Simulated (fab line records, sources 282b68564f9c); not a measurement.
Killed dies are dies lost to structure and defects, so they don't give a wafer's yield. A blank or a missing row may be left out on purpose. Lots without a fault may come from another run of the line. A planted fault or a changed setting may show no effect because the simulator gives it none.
A struck lot beside a sound one | flow rit_cmos | 44 steps out of a route of 202
Sound: wafers L589.1, L589.3, L589.4. Struck: wafers L591.2, L591.3, L591.6. The cause comes at the end.
At each step with rows: each side's tool, then ch and its chambers, then its first start. Under that, the readings that differ: sound wafers | struck wafers | difference of the means | sigmas: that difference in standard deviations of wafers without a fault.
alike: readings whose means differ by less than 2 such deviations, and words and numbers that are the same on both sides. not compared: withheld readings, readings that some wafer has no value for, bounds like >300 that may hide the same value, and numbers for which the record gives no deviation and whose values overlap.
The two part at a step that has a row with sigmas, a row that says differs or no value, or rows on one side only. Numbers that don't overlap but have no deviation are shown without sigmas and don't part them. A reading that every wafer of one side lacks parts them only if that side has two wafers or more.

first, 3 steps without rows for these wafers: RIT_GATE_EXPOSE_13 (exposes mask M6, target cd 150 nm); RIT_GATE_PEB_14; RIT_GATE_DEVELOP_15 (develop time 50 s).
RIT_GATE_CD_MEAS_16: target cd 150 nm.
  sound on cd_sem-02, day 5 10:40; struck on cd_sem-02, day 5 22:01
  alike: cd_nm
RIT_GATE_OVL_MEAS_17:
  sound on overlay-01, day 5 10:47; struck on overlay-02, day 5 22:08
  alike: GATE_OVL
then, 1 step without rows for these wafers: RIT_GATE_HARDBAKE_18 (time 60 s).
RIT_GATE_ETCH_19: etches poly-Si in SF6/CHF3/O2, stops on SiO2, time 165 s, target depth 312.5 nm.
  sound on rie_si-01 ch 0,2,3, day 5 10:59; struck on rie_si-01 ch 1,2, day 5 22:20
  alike: drypump_motor_current_A, oes_product_au, rf_fwd_power_W, throttle_valve_pct
  not compared: rf_hours_counter_h
RIT_GATE_STRIP_20: strips in O2, time 180 s.
  sound on plasma_asher-04 ch 0,1, day 5 11:05; struck on plasma_asher-04 ch 1, day 5 22:26
  alike: drypump_motor_current_A
  not compared: rf_hours_counter_h
RIT_GATE_CD_MEAS_90: target cd 150 nm.
  sound on cd_sem-02, day 5 11:16; struck on cd_sem-02, day 5 22:38
  alike: cd_nm
then, 3 steps without rows for these wafers: RIT_REOX_CLEAN_00 (cleans in SC1, time 600 s); RIT_REOX_CLEAN_01 (cleans in dHF, time 30 s); RIT_REOX_CLEAN_02 (cleans in SC2, time 600 s).
RIT_REOX_OXIDATION_03: target thk 25.2 nm, ox time 5580 s.
  sound on furnace-04 ch 0, day 5 11:57; struck on furnace-01 ch 0, day 5 23:07
  reading                                     | sound             | struck            | difference | sigmas
  model.SiO2_of_REOX_OXIDATION_03.thk_nm (nm) | 25.64 25.71 25.53 | 15.59 15.53 15.97 | -9.93      |
  model.poly-Si_of_GATE_CVD_08.thk_nm (nm)    | 233.4 233 234.2   | 242 241.2 240.1   | +8         |
  alike: zone_power_load_pct
RIT_REOX_THK_MEAS_04:
  sound on film_metro-01, day 5 14:30; struck on film_metro-04, day 6 01:41
  reading             | sound          | struck         | difference | sigmas
  REOX_OXIDE_THK (nm) | 25.7 25.7 25.6 | 15.6 15.6 15.9 | -10.0      | -18
then, 6 steps without rows for these wafers: RIT_NLDD_HMDS_00 (prime time 60 s); RIT_NLDD_COAT_01 (resist thk 1000 nm); RIT_NLDD_SOFTBAKE_02 (time 60 s); RIT_NLDD_EXPOSE_03 (exposes mask M7, target cd 40700 nm); RIT_NLDD_PEB_04; RIT_NLDD_DEVELOP_05 (develop time 50 s).
RIT_NLDD_OVL_MEAS_06:
  sound on overlay-01, day 5 15:28; struck on overlay-01, day 6 02:35
  alike: NLDD_OVL
then, 2 steps without rows for these wafers: RIT_NLDD_HARDBAKE_07 (time 60 s); RIT_NLDD_IMPLANT_08.
RIT_NLDD_STRIP_09: strips in O2, time 180 s.
  sound on plasma_asher-03 ch 0,1, day 5 15:48; struck on plasma_asher-02 ch 1, day 6 02:55
  alike: drypump_motor_current_A
  not compared: rf_hours_counter_h
RIT_NLDD_TW_MEAS_10:
  sound on film_metro-04, day 5 15:58; struck on film_metro-02, day 6 03:06
  reading | sound          | struck         | difference | sigmas
  NLDD_TW | 2465 2465 2464 | 2498 2496 2496 | +32        | +2
then, 6 steps without rows for these wafers: RIT_PLDD_HMDS_00 (prime time 60 s); RIT_PLDD_COAT_01 (resist thk 1000 nm); RIT_PLDD_SOFTBAKE_02 (time 60 s); RIT_PLDD_EXPOSE_03 (exposes mask M8, target cd 40900 nm); RIT_PLDD_PEB_04; RIT_PLDD_DEVELOP_05 (develop time 50 s).
RIT_PLDD_OVL_MEAS_06:
  sound on overlay-02, day 5 16:53; struck on overlay-01, day 6 04:08
  alike: PLDD_OVL
then, 2 steps without rows for these wafers: RIT_PLDD_HARDBAKE_07 (time 60 s); RIT_PLDD_IMPLANT_08.
RIT_PLDD_STRIP_09: strips in O2, time 180 s.
  sound on plasma_asher-03 ch 0,1, day 5 17:13; struck on plasma_asher-02 ch 0,1, day 6 04:28
  alike: drypump_motor_current_A
  not compared: rf_hours_counter_h
RIT_PLDD_TW_MEAS_10:
  sound on film_metro-04, day 5 17:23; struck on film_metro-01, day 6 04:39
  alike: PLDD_TW
RIT_SPACER_CLEAN_00: cleans in SC1, time 600 s.
  sound on wet_bench-02 ch 0, day 5 17:27; struck on wet_bench-04 ch 2, day 6 04:42
  reading                                     | sound            | struck            | difference | sigmas
  model.SiO2_of_REOX_OXIDATION_03.thk_nm (nm) | 23.7 23.76 23.58 | 14.37 14.32 14.72 | -9.21      |
then, 3 steps without rows for these wafers: RIT_SPACER_CLEAN_01 (cleans in dHF, time 30 s); RIT_SPACER_CLEAN_02 (cleans in SC2, time 600 s); RIT_SPACER_CVD_03 (deposits Si3N4 from SiH2Cl2/NH3, target thk 250 nm, time 3300 s).
RIT_SPACER_THK_MEAS_04:
  sound on film_metro-02, day 5 19:47; struck on film_metro-03, day 6 06:59
  alike: SPACER_NITRIDE_THK
RIT_SPACER_ETCHBACK_05: etches Si3N4 in SF6/CHF3, stops on SiO2, target depth 250 nm, time 240 s.
  sound on rie_diel-04 ch 0,2,3, day 5 19:50; struck on rie_diel-03 ch 2,3, day 6 07:02
  alike: drypump_motor_current_A, oes_product_au, rf_fwd_power_W, throttle_valve_pct
  not compared: rf_hours_counter_h
RIT_SDANNEAL_CLEAN_02: cleans in SC2, time 600 s.
  sound on wet_bench-02 ch 2, day 5 23:29; struck on wet_bench-02 ch 2, day 6 10:34
  reading                                  | sound             | struck            | difference | sigmas
  model.poly-Si_of_GATE_CVD_08.thk_nm (nm) | 164.2 164.7 165.7 | 171.8 171.4 169.4 | +6.0       |
RIT_M1_PROBE_99:
  the record has rows for the struck wafers here (prober-01, day 6 18:22) and none for the sound ones

WHERE THEY PART
First at RIT_REOX_THK_MEAS_04; last, within this record, at RIT_M1_PROBE_99.

WHY: what the simulator had put in
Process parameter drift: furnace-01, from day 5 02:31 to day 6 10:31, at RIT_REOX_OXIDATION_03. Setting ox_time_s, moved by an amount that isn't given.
